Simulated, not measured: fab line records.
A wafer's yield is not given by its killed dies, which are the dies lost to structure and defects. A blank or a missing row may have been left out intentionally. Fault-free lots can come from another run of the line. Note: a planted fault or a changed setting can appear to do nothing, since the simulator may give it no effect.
8D (eight disciplines) problem report, filled in by code :: flow rit_cmos :: the parts of the form that need people (team, actions taken, sign-off) are left out

== 1. THE PROBLEM ==
At RIT_PSD_HMDS_00, prime_temp_c averages 143.25 C over 6 wafers from 2 lots, while fault-free wafers read 140.01 C, standard deviation 0.13. That is +25 standard deviations from the usual mean.
The step: prime time 60 s.
Earliest sighting: wafer L255.2 on litho_track-04 at day 6 23:30. The record has a number at this step for 42 wafers belonging to 14 lots. The rule behind "out" and "out of limits": a value lying over 4 standard deviations away from the usual mean. The rest of the wafers with a number are treated as sound.

== 2. WHAT IT IS, WHAT IT ISN'T ==
question: which readings at this step
is: prime_temp_c
is not: -

question: which lots
is: L255, L256
is not: L238, L239, L240, L241, L242, L245, L246, L247, L248, L249, L252, L257

question: which wafers of those lots
is: all that have a number
is not: -

question: read on which tools
is: litho_track-04
is not: litho_track-01, litho_track-03

question: when
is: from day 6 23:30
is not: up to then (33 sound wafers); but 3 sound wafers of L257 came after

== 3. THE SUSPECTS, EACH WITH WHAT RULES IT OUT ==
Counting: a tool at a process step up to the reading stays a suspect if it ran every lot that is out and no sound lot after the first of them.
- plasma_asher-04 at RIT_PRETRO_STRIP_09 (strips in O2, time 180 s): kept. It processed each lot that is out, first L255 at day 6 06:42, and no sound lot thereafter; up to then, the last sound lot it processed was L252 at day 5 17:01.
- litho_track-04 at RIT_PSD_HMDS_00 (prime time 60 s): kept. It processed each lot that is out, first L255 at day 6 23:30, and no sound lot thereafter; up to then, the last sound lot it processed was L249 at day 5 20:46. Its own readings are out on those wafers: prime_temp_c.
What counting leaves: plasma_asher-04 at RIT_PRETRO_STRIP_09 and litho_track-04 at RIT_PSD_HMDS_00.

== 4. THE CAUSE (what the simulator had put in) ==
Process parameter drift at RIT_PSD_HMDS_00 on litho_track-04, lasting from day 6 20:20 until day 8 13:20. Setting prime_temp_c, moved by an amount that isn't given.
Of the 2 suspects that counting leaves, this tool is one.

== 5. THE EFFECT CHAIN, in route order ==
One row per reading whose mean, taken over the struck wafers that have a number, lies over 3 standard deviations from the usual. Scope: only readings with a usual standard deviation given in the record; hours: median across lots of the time from each lot's start at the first step in this table that gives one to its start at this step; sigmas: change in usual standard deviations.
hours: 0
step: RIT_PSD_HMDS_00
reading: prime_temp_c
usual: 140.01 C
on struck wafers: 143.25
change: +3.24
sigmas: +25
It contains these process steps:
- RIT_PSD_HMDS_00: prime time 60 s.

== 6. WHAT WOULD HAVE CAUGHT IT SOONER ==
In this record the first reading out of limits was taken at day 6 23:30, 3 hours after the fault began at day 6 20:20.
